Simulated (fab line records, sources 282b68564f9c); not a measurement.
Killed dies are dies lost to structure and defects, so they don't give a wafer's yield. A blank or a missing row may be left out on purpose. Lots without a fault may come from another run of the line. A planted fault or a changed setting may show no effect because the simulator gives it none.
fab line records | flow rit_cmos
record lots=6 wafers=18 last_day=6
route steps=202 shown ACTIVE@3 M1@202
lots that met no fault: from a run of the same line without faults
start_h: hours from the record's first day to the start of the lot's first wafer shown | wait_h: hours since the lot's step before | " the same as in the row above | L1.1+2: a row that stands for several wafers | - no value, or no start given | * or withheld: withheld | < > ~ a bound
route shown NAME@n: a module of which the file shows steps, and the number in the route of the first | usual: mean/standard deviation of fault-free wafers | same: alike in all rows | chamber/n: place in a boat | sites: the reading at each site | _std_site: their standard deviation | _edge_site: outer sites' mean less inner sites' | radius_mm: how far each site lies from the wafer's centre | mask NAME#n: copy n | behind: the tool/chamber that last shaped the wafer | hold: why the lot was held/for how many hours/how that ended | device: the transistor (n, p or np) that didn't switch | end of line: the same wafers' tests at the end of the route | a step without rows: its recipe alone | killed: dies lost to structure and defects at the first sort, not the wafer's yield | map: a wafer's dies, x killed, . not, _ none there
set.NAME: the setting as run; set.NAME@STEP: as run at that earlier step | model.NAME: the simulator's own value behind a step, which no gauge read
lots at some steps of the route; a table a step, a row a wafer
services: from which hour (start_h, from the record's first day; less than 0 if before it) a tool's chamber was out of use, for how many hours, and why
## steps
# step RIT_ACTIVE_THK_MEAS_02
# recipe reads=SiO2_of_ACTIVE_OXIDATION_01
# usual ACTIVE_OXIDE_THK=47.0/0.93
# columns lot.wafer tool chamber start_h wait_h ACTIVE_OXIDE_THK[nm]
L239.1 film_metro-04 - 13.34 0.0 46.4
L239.3 " - " " 46.8
L239.5 " - " " 46.5
L242.1 film_metro-04 - 27.97 0.0 48.1
L242.3 " - " " 49.0
L242.6 " - " " 48.5
L247.4 film_metro-04 - 52.08 0.0 46.9
L247.5 " - " " 47.0
L247.6 " - " " 46.4
L248.1 film_metro-04 - 59.58 0.0 46.1
L248.3 " - " " 46.0
L248.4 " - " " 46.2
L254.1 film_metro-02 - 87.65 0.0 47.0
L254.4 " - " " 47.6
L254.6 " - " " 47.7
L257.2 film_metro-03 - 102.40 0.0 47.9
L257.3 " - " " 47.3
L257.6 " - " " 47.0
# step RIT_ACTIVE_CVD_03
# recipe material=Si3N4 target_thk_nm=150 temp_c=810 precursor=SiH2Cl2/NH3 time_s=1500 pressure_mtorr=300 sih2cl2_flow_sccm=60 nh3_flow_sccm=150
# step RIT_ACTIVE_THK_MEAS_04
# recipe reads=Si3N4_of_ACTIVE_CVD_03
# usual ACTIVE_NITRIDE_THK=150.2/1.4
# columns lot.wafer tool chamber start_h wait_h ACTIVE_NITRIDE_THK[nm]
L239.1 film_metro-04 - 14.81 0.0 147.7
L239.3 " - " " 147.8
L239.5 " - " " 148.4
L242.1 film_metro-04 - 29.45 0.0 150.0
L242.3 " - " " 148.7
L242.6 " - " " 148.2
L247.4 film_metro-02 - 53.56 0.0 151.3
L247.5 " - " " 150.2
L247.6 " - " " 151.6
L248.1 film_metro-02 - 62.94 0.0 151.2
L248.3 " - " " 150.5
L248.4 " - " " 152.1
L254.1 film_metro-03 - 89.84 0.0 148.7
L254.4 " - " " 145.4
L254.6 " - " " 147.7
L257.2 film_metro-02 - 103.87 0.0 152.3
L257.3 " - " " 149.4
L257.6 " - " " 150.7
# step RIT_ACTIVE_HMDS_05
# recipe prime_time_s=60 prime_temp_c=140
# step RIT_ACTIVE_COAT_06
# recipe resist=NOVOLAK spin_rpm=3250 resist_thk_nm=1000
# step RIT_ACTIVE_SOFTBAKE_07
# recipe resist=NOVOLAK temp_c=90 time_s=60
# step RIT_ACTIVE_EXPOSE_08
# recipe mask_id=M1 na=0.6 source_shape=conventional sigma_outer=0.6 target_cd_nm=1400 dose_mj=225
# step RIT_ACTIVE_PEB_09
# recipe resist=NOVOLAK temp_c=withheld time_s=withheld
# step RIT_ACTIVE_DEVELOP_10
# recipe resist=NOVOLAK develop_time_s=50 dev_temp_c=23
# step RIT_ACTIVE_CD_MEAS_11
# recipe target_cd_nm=1400
# usual cd_nm=1399.9/2.4
# columns lot.wafer tool chamber start_h wait_h cd_nm
L239.1 cd_sem-02 - 15.85 - 1398.5
L239.3 " - " " 1397.8
L239.5 " - " " 1399.7
L242.1 cd_sem-02 - 30.48 - 1397.5
L242.3 " - " " 1399.4
L242.6 " - " " 1397.8
L247.4 cd_sem-01 - 54.56 - 1397.4
L247.5 " - " " 1396.4
L247.6 " - " " 1396.1
L248.1 cd_sem-01 - 63.97 - 1396.3
L248.3 " - " " 1398.6
L248.4 " - " " 1396.8
L254.1 cd_sem-01 - 90.75 - 1397.9
L254.4 " - " " 1400.1
L254.6 " - " " 1396.8
L257.2 cd_sem-02 - 104.79 - 1397.7
L257.3 " - " " 1397.1
L257.6 " - " " 1399.2
# step RIT_ACTIVE_HARDBAKE_12
# recipe resist=NOVOLAK temp_c=140 time_s=60
# step RIT_ACTIVE_ETCH_13
# recipe stop_on=SiO2 chemistry=SF6 target=Si3N4 time_s=210 over_etch_frac=0.4 SF6_flow_sccm=200 pressure_mtorr=260 rf_w=125 target_depth_a=2100
# usual drypump_motor_current_A=5.8/0.62 oes_product_au=0.818/0.011 rf_fwd_power_W=124.6/0.39 throttle_valve_pct=7.53/0.1
# columns lot.wafer tool chamber start_h wait_h drypump_motor_current_A oes_product_au rf_fwd_power_W rf_hours_counter_h throttle_valve_pct
L239.1 rie_diel-02 2 16.12 0.1 6.0 0.809 124.8 4 7.44
L239.3 " 0 " " 6.2 0.808 123.7 11 7.48
L239.5 " 2 " " 6.0 0.806 124.7 - 7.43
L242.1 rie_diel-02 3 30.75 0.1 6.2 0.818 124.7 42 7.59
L242.3 " 0 " " 6.2 0.813 124.8 11 7.47
L242.6 " 3 " " 6.2 0.812 124.7 - 7.61
L247.4 rie_diel-04 2 54.77 0.1 5.3 0.836 124.5 129 7.66
L247.5 " 3 " " 6.5 0.816 124.1 - 7.56
L247.6 " 2 " " 5.3 0.834 124.3 - 7.65
L248.1 rie_diel-04 3 64.24 0.1 6.5 0.816 124.0 122 7.55
L248.3 " 1 " " 4.8 0.811 124.5 70 7.49
L248.4 " 0 " " 6.5 0.831 124.7 6 7.67
L254.1 rie_diel-02 0 91.02 0.1 6.3 0.806 125.1 13 7.49
L254.4 " 2 " " 6.0 0.807 124.9 6 7.43
L254.6 " 1 " " 5.3 0.800 124.5 - 7.39
L257.2 rie_diel-04 3 105.04 0.1 6.5 0.818 124.3 122 7.58
L257.3 " 1 " " 4.8 0.801 123.9 71 7.48
L257.6 " 3 " " 6.5 0.817 124.3 - 7.56
# step RIT_ACTIVE_STRIP_14
# recipe chemistry=O2 time_s=180 resist=NOVOLAK platen_temp_c=withheld power_w=500 pressure_mtorr=4000 o2_flow_sccm=4000
# usual chamber_pressure_mTorr=4000/3.6 drypump_motor_current_A=5.7/0.45
# columns lot.wafer tool chamber start_h wait_h chamber_pressure_mTorr drypump_motor_current_A rf_hours_counter_h model.NOVOLAK_of_ACTIVE_COAT_06.thk_nm
L239.1 plasma_asher-03 1 16.25 0.1 3998 5.2 36 0
L239.3 " 0 " " 4005 5.6 - 0
L239.5 " 1 " " 3998 5.2 - 0
L242.1 plasma_asher-02 0 30.89 0.1 4000 5.9 40 0
L242.3 " 0 " " 3998 5.9 - 0
L242.6 " 1 " " 4006 5.9 - 0
L247.4 plasma_asher-02 0 54.96 0.1 - - - 663.2
L247.5 " 0 " " - - - 660.7
L247.6 " 1 " " - - - 664.5
L248.1 plasma_asher-03 1 64.38 0.1 - - - 662.9
L248.3 " 0 " " - - - 659.7
L248.4 " 1 " " - - - 658.7
L254.1 plasma_asher-03 1 91.15 0.1 4000 5.2 42 0
L254.4 " 0 " " 4003 5.5 - 0
L254.6 " 1 " " 4002 5.2 - 0
L257.2 plasma_asher-03 1 105.18 0.1 3999 5.2 44 0
L257.3 " 0 " " 4000 5.5 - 0
L257.6 " 0 " " 4001 5.6 - 0
# step RIT_ACTIVE_CD_MEAS_90
# recipe target_cd_nm=1400
# usual cd_nm=1399.8/2.4
# columns lot.wafer tool chamber start_h wait_h cd_nm
L239.1 cd_sem-01 - 16.43 0.1 1398.6
L239.3 " - " " 1397.7
L239.5 " - " " 1399.4
L242.1 cd_sem-01 - 31.06 0.1 1397.3
L242.3 " - " " 1398.7
L242.6 " - " " 1397.5
L247.4 cd_sem-02 - 55.14 0.1 1397.4
L247.5 " - " " 1396.4
L247.6 " - " " 1396.1
L248.1 cd_sem-02 - 64.55 0.1 1396.5
L248.3 " - " " 1398.4
L248.4 " - " " 1397.0
L254.1 cd_sem-02 - 91.32 0.1 1397.2
L254.4 " - " " 1399.9
L254.6 " - " " 1396.8
L257.2 cd_sem-01 - 105.37 0.1 1397.7
L257.3 " - " " 1396.4
L257.6 " - " " 1399.5
# step RIT_M1_PROBE_99
# usual killed_at_front_end=6.9/2.9 killed_dies=7.0/2.9 killed_on_rim=1.8/1.4 killed_open=3.3/2 killed_short=3.7/2
# same gross_dies=264 killed_at_M0_to_M3=0 killed_at_M4_up=0 killed_at_back_side=0 killed_at_contacts=0 killed_at_other=0
# columns lot.wafer tool chamber start_h wait_h killed_at_front_end killed_dies killed_on_rim killed_open killed_short
L239.1 prober-01 - 60.90 0.1 7 7 2 4 3
L239.3 prober-01 - 61.00 0.2 2 2 0 0 2
L239.5 prober-01 - 61.10 0.2 7 7 1 6 1
L242.1 prober-02 - 72.64 0.1 6 6 2 4 2
L242.3 prober-02 - 72.74 0.2 7 7 2 7 0
L242.6 prober-02 - 72.89 0.2 12 12 1 7 5
L247.4 prober-01 - 101.83 0.2 264 264 70 2 3
L247.5 prober-01 - 101.88 0.2 264 264 70 5 8
L247.6 prober-01 - 101.93 0.2 264 264 70 0 0
L248.1 prober-02 - 109.37 0.1 264 264 70 2 3
L248.3 prober-02 - 109.47 0.2 264 264 70 3 1
L248.4 prober-02 - 109.52 0.2 264 264 70 5 7
L254.1 prober-01 - 135.41 0.1 7 7 3 2 5
L254.4 prober-01 - 135.56 0.2 3 3 1 1 2
L254.6 prober-01 - 135.66 0.2 7 7 1 5 2
L257.2 prober-02 - 149.38 0.1 7 7 2 2 5
L257.3 prober-02 - 149.43 0.2 6 6 1 1 5
L257.6 prober-02 - 149.58 0.2 7 7 2 4 3
# killed by level:class
L239.1 FOX2:geometric_particle:open=2 GATE:geometric_particle:short=2 GATE:geometric_particle:open=1 REOX:geometric_particle:short=1 SILICIDE:geometric_particle:open=1
L239.3 FOX2:geometric_particle:short=1 SILICIDE:geometric_particle:short=1
L239.5 FOX1:geometric_particle:open=2 GATE:geometric_particle:short=1 GATE:geometric_particle:open=1 REOX:geometric_particle:open=1 SPACER:geometric_particle:open=1 SILICIDE:geometric_particle:open=1
L242.1 FOX1:geometric_particle:short=2 GATE:geometric_particle:open=2 FOX1:geometric_particle:open=1 SPACER:geometric_particle:open=1
L242.3 GATE:geometric_particle:open=4 FOX2:geometric_particle:open=2 SILICIDE:geometric_particle:open=1
L242.6 REOX:geometric_particle:open=3 GATE:geometric_particle:short=2 SPACER:geometric_particle:open=2 FOX1:geometric_particle:open=1 FOX2:geometric_particle:short=1 SPACER:geometric_particle:short=1 SILICIDE:geometric_particle:open=1 SILICIDE:geometric_particle:short=1
L247.4 FOX1:area_oxidation=259 GATE:geometric_particle:short=2 FOX1:geometric_particle:open=1 GATE:geometric_particle:open=1 SPACER:geometric_particle:short=1
L247.5 FOX1:area_oxidation=251 FOX1:geometric_particle:short=3 FOX1:geometric_particle:open=2 GATE:geometric_particle:short=2 GATE:geometric_particle:open=2 FOX2:geometric_particle:short=1 SPACER:geometric_particle:short=1 SPACER:geometric_particle:open=1
L247.6 FOX1:area_oxidation=264
L248.1 FOX1:area_oxidation=259 GATE:geometric_particle:short=2 FOX2:geometric_particle:short=1 GATE:geometric_particle:open=1 REOX:geometric_particle:open=1
L248.3 FOX1:area_oxidation=260 SILICIDE:geometric_particle:open=2 GATE:geometric_particle:open=1 REOX:geometric_particle:short=1
L248.4 FOX1:area_oxidation=252 SILICIDE:geometric_particle:short=4 GATE:geometric_particle:open=2 GATE:geometric_particle:short=2 FOX1:geometric_particle:open=1 FOX2:geometric_particle:short=1 REOX:geometric_particle:open=1 SILICIDE:geometric_particle:open=1
L254.1 GATE:geometric_particle:short=2 SPACER:geometric_particle:short=2 FOX1:geometric_particle:short=1 REOX:geometric_particle:open=1 SPACER:geometric_particle:open=1
L254.4 FOX1:geometric_particle:open=1 GATE:geometric_particle:short=1 REOX:geometric_particle:short=1
L254.6 SPACER:geometric_particle:open=2 FOX1:geometric_particle:short=1 FOX1:geometric_particle:open=1 GATE:geometric_particle:short=1 REOX:geometric_particle:open=1 SILICIDE:geometric_particle:open=1
L257.2 SILICIDE:geometric_particle:short=3 SPACER:geometric_particle:short=2 SPACER:geometric_particle:open=1 SILICIDE:geometric_particle:open=1
L257.3 SILICIDE:geometric_particle:short=3 FOX1:geometric_particle:short=1 FOX1:geometric_particle:open=1 FOX2:geometric_particle:short=1
L257.6 ACTIVE:geometric_particle:short=1 FOX1:geometric_particle:open=1 FOX1:geometric_particle:short=1 FOX2:geometric_particle:open=1 GATE:geometric_particle:short=1 GATE:geometric_particle:open=1 SPACER:geometric_particle:open=1
# map L247.4 (x killed, . not)
________xxxxxxx_______
_____xxxxxxxxxxxxx____
____xxxxxxxxxxxxxxx___
___xxxxxxxxxxxxxxxxx__
__xxxxxxxxxxxxxxxxxxx_
__xxxxxxxxxxxxxxxxxxx_
_xxxxxxxxxxxxxxxxxxxxx
_xxxxxxxxxxxxxxxxxxxxx
_xxxxxxxxxxxxxxxxxxxxx
_xxxxxxxxxxxxxxxxxxxxx
__xxxxxxxxxxxxxxxxxxx_
__xxxxxxxxxxxxxxxxxxx_
___xxxxxxxxxxxxxxxxx__
____xxxxxxxxxxxxxxx___
_____xxxxxxxxxxxxx____
________xxxxxxx_______
# map L248.1 (x killed, . not)
________xxxxxxx_______
_____xxxxxxxxxxxxx____
____xxxxxxxxxxxxxxx___
___xxxxxxxxxxxxxxxxx__
__xxxxxxxxxxxxxxxxxxx_
__xxxxxxxxxxxxxxxxxxx_
_xxxxxxxxxxxxxxxxxxxxx
_xxxxxxxxxxxxxxxxxxxxx
_xxxxxxxxxxxxxxxxxxxxx
_xxxxxxxxxxxxxxxxxxxxx
__xxxxxxxxxxxxxxxxxxx_
__xxxxxxxxxxxxxxxxxxx_
___xxxxxxxxxxxxxxxxx__
____xxxxxxxxxxxxxxx___
_____xxxxxxxxxxxxx____
________xxxxxxx_______
## services
# columns tool chamber start_h hours kind
rie_diel-04 - 9.98 0.3 repair
plasma_asher-03 - 19.09 12.5 repair
plasma_asher-03 - 31.62 2.8 pm
plasma_asher-02 - 46.64 0.4 repair
rie_diel-02 3 87.01 1.5 repair
plasma_asher-02 - 103.31 2.4 repair
## key
first_sign step=RIT_ACTIVE_STRIP_14 reading=tool_record direction=missing
effect step=RIT_M1_PROBE_99 reading=killed_at_front_end direction=up sigmas=89 usual=6.9 struck=264
model_effect step=RIT_ACTIVE_STRIP_14 value=NOVOLAK_of_ACTIVE_COAT_06.thk_nm without=0 struck=661.6
more_kills_born_at RIT_FOX1_OXIDATION_00@furnace-01=774 RIT_FOX1_OXIDATION_00@furnace-03=771
met_at RIT_ACTIVE_STRIP_14
struck_wafers L247.4,L247.5,L247.6,L248.1,L248.3,L248.4
later_rows_left_out L247.4,L247.5,L247.6,L248.1,L248.3,L248.4
tester_left_out L247,L248
onset_between 30.89 54.96
fault kind=skipped_step_whole tool=plasma_asher-02,plasma_asher-03 chamber=- onset_h=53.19 steps=RIT_ACTIVE_STRIP_14 scope=struck_lots_only
# tester_left_out: of these lots the tester's yield and bins aren't shown, on N5 and GAA mostly nor the transistor test; their killed dies are dies lost to structure and defects alone, not to doping, threshold or leakage, so they don't give the yield
# later_rows_left_out: the simulator's readings of these wafers behind a module that went badly wrong aren't trusted and aren't shown, but for the sort
